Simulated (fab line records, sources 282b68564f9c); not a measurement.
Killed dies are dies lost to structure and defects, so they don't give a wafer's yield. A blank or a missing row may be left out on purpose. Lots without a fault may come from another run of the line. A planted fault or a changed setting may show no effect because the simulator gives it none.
Which tool did it? | flow rit_cmos | 7 lots, 21 wafers sampled, at 1 step of a route of 202

WHAT THE GAUGES READ, wafer by wafer
RIT_FOX1_THK_MEAS_01.
lot  | measured    | on            | FOX1_OXIDE_THK (nm)
L625 | day 2 02:05 | film_metro-03 | 348 338 344
L628 | day 2 16:11 | film_metro-03 | 354 351 356
L631 | day 3 05:35 | film_metro-02 | 357 356 363
L633 | day 3 17:05 | film_metro-02 | 350 352 347
L640 | day 5 05:30 | film_metro-01 | 350 351 352
L644 | day 6 00:16 | film_metro-03 | 347 353 354
L646 | day 6 12:40 | film_metro-01 | 351 350 351

WHICH TOOL RAN EACH LOT (tool, then ch and the chambers of the sampled wafers, then the start)
The record holds no process step before these readings.

THE ANSWER, worked out from the rows above alone
Rule: what is usual is taken from the lots themselves. Put in order of their means at a reading, lots are off if they are a third of the lots or fewer, leave a main group of 4 or more, and stand apart from it by a gap of 3 or more times the standard deviation of the main group's means; of several such gaps the widest counts. A main group whose means are all the same, to the digits that the tables above print for the reading, isn't used. A lot without any number at a reading at which 4 lots or more have one is off too. The other lots that the step has rows for count as sound.
No lot is off at any reading shown: from this, nothing can be told.

WHAT THE SIMULATOR HAD PUT IN
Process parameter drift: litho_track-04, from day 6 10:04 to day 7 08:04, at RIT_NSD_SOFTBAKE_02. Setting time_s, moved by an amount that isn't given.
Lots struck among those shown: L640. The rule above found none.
